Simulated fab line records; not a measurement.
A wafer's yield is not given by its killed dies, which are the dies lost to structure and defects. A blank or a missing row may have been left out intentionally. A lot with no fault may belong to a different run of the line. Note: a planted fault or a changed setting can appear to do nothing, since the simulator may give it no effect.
A struck lot beside a sound one -- flow berkeley cmos170 -- 37 steps out of a route of 331
Sound: the wafers L631.1, L631.4, L631.6. Wafers L639.2, L639.3, L639.5 were the ones struck. The cause is named last.
Each step with rows lists, per side, the tool, then ch with its chambers, then its first start. Under that, the readings that differ: sound wafers -- struck wafers -- difference of the means -- sigmas: that difference in standard deviations of wafers without a fault.
alike: readings whose means differ by less than 2 such deviations, and words and numbers that are the same on both sides. not compared: withheld readings, readings that some wafer has no value for, bounds like >300 that may hide the same value, and numbers for which the record gives no deviation and whose values overlap.
A row with sigmas, a row that says differs or no value, or rows on one side alone: a step with any of these is where the two part. Numbers that don't overlap but have no deviation are shown without sigmas and don't part them. A reading missing from all wafers of one side parts the sides only when that side holds two or more wafers.

UCB170_SPACER_CVD_00: deposits SiO2 from TEOS/O2, target thk 376 nm, time 47 s.
  sound on pecvd-03 ch 1,2, day 9 03:45; struck on pecvd-03 ch 0,1,2, day 10 15:52
  alike: heater power w
UCB170_SPACER_THK_MEAS_01:
  sound on film metro-01, day 9 03:47; struck on film metro-01, day 10 15:55
  alike: SPACER_TEOS_THK
then, 1 step without rows for these wafers: UCB170_SPACER_ANNEAL_02 (time 1800 s).
UCB170_SPACER_ETCHBACK_03: etches SiO2 in CHF3/CF4/Ar, stops on Si, target depth 376 nm, time 100 s.
  sound on rie diel-01 ch 0,2, day 9 08:01; struck on rie diel-03 ch 0,1,3, day 10 21:25
  alike: cf4 flow sccm, drypump motor current A, oes product au, throttle valve pct
  not compared: rf hours counter h
then, 6 steps without rows for these wafers: UCB170_PSD_HMDS_00 (prime time 60 s); UCB170_PSD_COAT_01 (resist thk 900 nm); UCB170_PSD_SOFTBAKE_02 (time 60 s); UCB170_PSD_EXPOSE_03 (exposes mask PSELECT MOD, target cd 1200 nm); UCB170_PSD_PEB_04; UCB170_PSD_DEVELOP_05 (develop time 45 s).
UCB170_PSD_CD_MEAS_06 targets a cd of 1200 nm.
  sound on cd sem-02, day 9 09:54; struck on cd sem-02, day 10 22:37
  alike: cd nm
UCB170_PSD_OVL_MEAS_07:
  sound on overlay-01, day 9 10:01; struck on overlay-02, day 10 22:43
  alike: PSD_OVL
UCB170_PSD_IMPLANT_08:
  sound on implanter-03 ch 0, day 9 10:04; struck on implanter-04 ch 0, day 10 22:47
reading,sound,struck,difference,sigmas
implant ion amu,11 11 11,31 31 31,+20,
model.implant.rp nm (nm),64.6 64.6 64.6,27.43 27.43 27.43,-37.17,
model.implant.drp nm (nm),28.34 28.34 28.34,12.97 12.97 12.97,-15.37,
  alike: beam on s
UCB170_PSD_STRIP_09: strips in O2.
  sound on plasma asher-02 ch 1, day 9 10:13; struck on plasma asher-02 ch 0,1, day 10 22:54
reading,sound,struck,difference,sigmas
strip time to endpoint s (s),29.23 29.35 29.25,28.66 28.63 28.67,-0.62,-9
  alike: drypump motor current A, oes product au
  not compared: rf hours counter h
UCB170_PSD_TW_MEAS_10:
  sound on film metro-01, day 9 10:19; struck on film metro-04, day 10 23:01
reading,sound,struck,difference,sigmas
PSD_TW,2327 2320 2313,3441 3447 3436,+1121,+56
then, 7 steps without rows for these wafers: UCB170_PSD_CLEAN_11 (cleans in SPM, time 600 s); UCB170_NSD_HMDS_00 (prime time 60 s); UCB170_NSD_COAT_01 (resist thk 900 nm); UCB170_NSD_SOFTBAKE_02 (time 60 s); UCB170_NSD_EXPOSE_03 (exposes mask NSELECT MOD, target cd 1200 nm); UCB170_NSD_PEB_04; UCB170_NSD_DEVELOP_05 (develop time 45 s).
UCB170_NSD_CD_MEAS_06 targets a cd of 1200 nm.
  sound on cd sem-01, day 9 11:47; struck on cd sem-02, day 11 00:49
  alike: cd nm
UCB170_NSD_OVL_MEAS_07:
  sound on overlay-02, day 9 11:55; struck on overlay-02, day 11 00:55
  alike: NSD_OVL
after that, 1 step had no rows for these wafers: UCB170_NSD_IMPLANT_08.
UCB170_NSD_STRIP_09: strips in O2.
  sound on plasma asher-03 ch 0,1, day 9 12:06; struck on plasma asher-03 ch 0,1, day 11 01:05
  alike: drypump motor current A, oes product au, strip time to endpoint s
  not compared: rf hours counter h
UCB170_NSD_TW_MEAS_10:
  sound on film metro-03, day 9 12:12; struck on film metro-04, day 11 01:12
  alike: NSD_TW
then, 6 steps without rows for these wafers: UCB170_NSD_CLEAN_11 (cleans in SPM, time 600 s); UCB170_BACKSIDE_HMDS_00 (prime time 60 s); UCB170_BACKSIDE_COAT_01 (resist thk 900 nm); UCB170_BACKSIDE_SOFTBAKE_02 (time 60 s); UCB170_BACKSIDE_STRIP_03 (strips in O2); UCB170_BACKSIDE_CLEAN_04 (cleans in SPM, time 600 s).
UCB170_SDANNEAL_RTA_00: time 10 s.
  sound on rtp anneal-01 ch 0, day 9 13:35; struck on rtp anneal-01 ch 0, day 11 02:10
  alike: chamber o2 ppm, lamp power pct, wafer_temp_C_max
UCB170_SDANNEAL_RTA_01: time 5 s.
  sound on rtp anneal-01 ch 0, day 9 13:39; struck on rtp anneal-01 ch 0, day 11 02:14
  alike: chamber o2 ppm, lamp power pct, wafer_temp_C_max
UCB170_SDANNEAL_RS_MEAS_02: measures by four-point-probe.
  sound on film metro-03, day 9 13:42; struck on film metro-01, day 11 02:18
reading,sound,struck,difference,sigmas
PSD_RS (ohm/sq),76.35 75.97 76.04,34.98 35.11 34.99,-41.09,-99 or more
UCB170_SDANNEAL_RS_MEAS_03: measures by four-point-probe.
  sound on film metro-03, day 9 13:49; struck on film metro-01, day 11 02:25
  alike: NSD_RS

WHERE THEY PART
Earliest at UCB170_PSD_STRIP_09; latest, in this record, at UCB170_SDANNEAL_RS_MEAS_02. Later steps at which nothing parts them and some readings are alike: UCB170_SDANNEAL_RS_MEAS_03.

WHY: the cause the simulator had injected
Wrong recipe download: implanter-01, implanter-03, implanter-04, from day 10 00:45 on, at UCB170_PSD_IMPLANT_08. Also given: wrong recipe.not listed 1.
